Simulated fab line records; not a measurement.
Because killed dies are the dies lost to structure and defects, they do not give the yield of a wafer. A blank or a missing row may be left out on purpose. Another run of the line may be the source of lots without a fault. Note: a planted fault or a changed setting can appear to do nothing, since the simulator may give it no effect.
Split-lot study || flow berkeley_cmos170 || 23 wafers read from 5 lots, route of 331 steps

## ABOUT THE SPLIT
At UCB170_NWELL_OXIDATION_01 (target thk 26.4 nm, ox time 1260 s), the setting ox_time_s was moved away from the recipe's 1260 s on 20 of the 23 wafers read, by -12.1% to +14.0%. All remaining wafers had this setting at the recipe value.

The split's own step is where the reading is taken.

## THE READING
SiO2_of_NWELL_OXIDATION_01.thk_nm (the simulator's own value, which no gauge read), in nm, at UCB170_NWELL_OXIDATION_01 (target thk 26.4 nm, ox time 1260 s). No usual value for it is given in the file. Average 26.09 nm, standard deviation 0.046 nm, over the 3 wafers here run with the recipe.

{"wafer": "L074.1", "tool, chamber at the split": "-, -", "ox_time_s as run, s": 1147, "against the recipe": "-9.0%", "SiO2_of_NWELL_OXIDATION_01.thk_nm, nm": 24.39, "against lot-mates on the recipe": "no lot-mate on the recipe"}
{"wafer": "L074.2", "tool, chamber at the split": "-, -", "ox_time_s as run, s": 1147, "against the recipe": "-9.0%", "SiO2_of_NWELL_OXIDATION_01.thk_nm, nm": 24.7, "against lot-mates on the recipe": "no lot-mate on the recipe"}
{"wafer": "L074.3", "tool, chamber at the split": "-, -", "ox_time_s as run, s": 1147, "against the recipe": "-9.0%", "SiO2_of_NWELL_OXIDATION_01.thk_nm, nm": 24.8, "against lot-mates on the recipe": "no lot-mate on the recipe"}
{"wafer": "L074.4", "tool, chamber at the split": "-, -", "ox_time_s as run, s": 1147, "against the recipe": "-9.0%", "SiO2_of_NWELL_OXIDATION_01.thk_nm, nm": 24.54, "against lot-mates on the recipe": "no lot-mate on the recipe"}
{"wafer": "L074.6", "tool, chamber at the split": "-, -", "ox_time_s as run, s": 1147, "against the recipe": "-9.0%", "SiO2_of_NWELL_OXIDATION_01.thk_nm, nm": 24.52, "against lot-mates on the recipe": "no lot-mate on the recipe"}
{"wafer": "L076.1", "tool, chamber at the split": "-, -", "ox_time_s as run, s": 1107, "against the recipe": "-12.1%", "SiO2_of_NWELL_OXIDATION_01.thk_nm, nm": 25.41, "against lot-mates on the recipe": "no lot-mate on the recipe"}
{"wafer": "L076.3", "tool, chamber at the split": "-, -", "ox_time_s as run, s": 1107, "against the recipe": "-12.1%", "SiO2_of_NWELL_OXIDATION_01.thk_nm, nm": 25.75, "against lot-mates on the recipe": "no lot-mate on the recipe"}
{"wafer": "L076.4", "tool, chamber at the split": "-, -", "ox_time_s as run, s": 1107, "against the recipe": "-12.1%", "SiO2_of_NWELL_OXIDATION_01.thk_nm, nm": 25.55, "against lot-mates on the recipe": "no lot-mate on the recipe"}
{"wafer": "L076.5", "tool, chamber at the split": "-, -", "ox_time_s as run, s": 1107, "against the recipe": "-12.1%", "SiO2_of_NWELL_OXIDATION_01.thk_nm, nm": 25.54, "against lot-mates on the recipe": "no lot-mate on the recipe"}
{"wafer": "L076.6", "tool, chamber at the split": "-, -", "ox_time_s as run, s": 1107, "against the recipe": "-12.1%", "SiO2_of_NWELL_OXIDATION_01.thk_nm, nm": 25.57, "against lot-mates on the recipe": "no lot-mate on the recipe"}
{"wafer": "L082.1", "tool, chamber at the split": "furnace-02, 0", "ox_time_s as run, s": 1260, "against the recipe": "recipe", "SiO2_of_NWELL_OXIDATION_01.thk_nm, nm": 26.04, "against lot-mates on the recipe": "-"}
{"wafer": "L082.3", "tool, chamber at the split": "furnace-02, 0", "ox_time_s as run, s": 1260, "against the recipe": "recipe", "SiO2_of_NWELL_OXIDATION_01.thk_nm, nm": 26.15, "against lot-mates on the recipe": "-"}
{"wafer": "L082.4", "tool, chamber at the split": "furnace-02, 0", "ox_time_s as run, s": 1260, "against the recipe": "recipe", "SiO2_of_NWELL_OXIDATION_01.thk_nm, nm": 26.07, "against lot-mates on the recipe": "-"}
{"wafer": "L083.1", "tool, chamber at the split": "-, -", "ox_time_s as run, s": 1202, "against the recipe": "-4.6%", "SiO2_of_NWELL_OXIDATION_01.thk_nm, nm": 25.82, "against lot-mates on the recipe": "no lot-mate on the recipe"}
{"wafer": "L083.2", "tool, chamber at the split": "-, -", "ox_time_s as run, s": 1202, "against the recipe": "-4.6%", "SiO2_of_NWELL_OXIDATION_01.thk_nm, nm": 25.34, "against lot-mates on the recipe": "no lot-mate on the recipe"}
{"wafer": "L083.4", "tool, chamber at the split": "-, -", "ox_time_s as run, s": 1202, "against the recipe": "-4.6%", "SiO2_of_NWELL_OXIDATION_01.thk_nm, nm": 26.12, "against lot-mates on the recipe": "no lot-mate on the recipe"}
{"wafer": "L083.5", "tool, chamber at the split": "-, -", "ox_time_s as run, s": 1202, "against the recipe": "-4.6%", "SiO2_of_NWELL_OXIDATION_01.thk_nm, nm": 26.03, "against lot-mates on the recipe": "no lot-mate on the recipe"}
{"wafer": "L083.6", "tool, chamber at the split": "-, -", "ox_time_s as run, s": 1202, "against the recipe": "-4.6%", "SiO2_of_NWELL_OXIDATION_01.thk_nm, nm": 26.01, "against lot-mates on the recipe": "no lot-mate on the recipe"}
{"wafer": "L084.1", "tool, chamber at the split": "-, -", "ox_time_s as run, s": 1436, "against the recipe": "+14.0%", "SiO2_of_NWELL_OXIDATION_01.thk_nm, nm": 28.62, "against lot-mates on the recipe": "no lot-mate on the recipe"}
{"wafer": "L084.2", "tool, chamber at the split": "-, -", "ox_time_s as run, s": 1436, "against the recipe": "+14.0%", "SiO2_of_NWELL_OXIDATION_01.thk_nm, nm": 28.65, "against lot-mates on the recipe": "no lot-mate on the recipe"}
{"wafer": "L084.3", "tool, chamber at the split": "-, -", "ox_time_s as run, s": 1436, "against the recipe": "+14.0%", "SiO2_of_NWELL_OXIDATION_01.thk_nm, nm": 28.71, "against lot-mates on the recipe": "no lot-mate on the recipe"}
{"wafer": "L084.4", "tool, chamber at the split": "-, -", "ox_time_s as run, s": 1436, "against the recipe": "+14.0%", "SiO2_of_NWELL_OXIDATION_01.thk_nm, nm": 28.83, "against lot-mates on the recipe": "no lot-mate on the recipe"}
{"wafer": "L084.5", "tool, chamber at the split": "-, -", "ox_time_s as run, s": 1436, "against the recipe": "+14.0%", "SiO2_of_NWELL_OXIDATION_01.thk_nm, nm": 28.84, "against lot-mates on the recipe": "no lot-mate on the recipe"}

FIT RESULTS
A straight line over all 23 wafers: SiO2_of_NWELL_OXIDATION_01.thk_nm changes by +0.142 nm for each +1% of ox_time_s; r = +0.93; the points scatter about the line by 0.56 nm.
Too few moved wafers with a lot-mate on the recipe to fit a line net of each lot's own level.

## THE FILE'S OWN FIT
SiO2_of_NWELL_OXIDATION_01.thk_nm changes by +0.142 nm for each +1% of ox_time_s, r = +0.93.
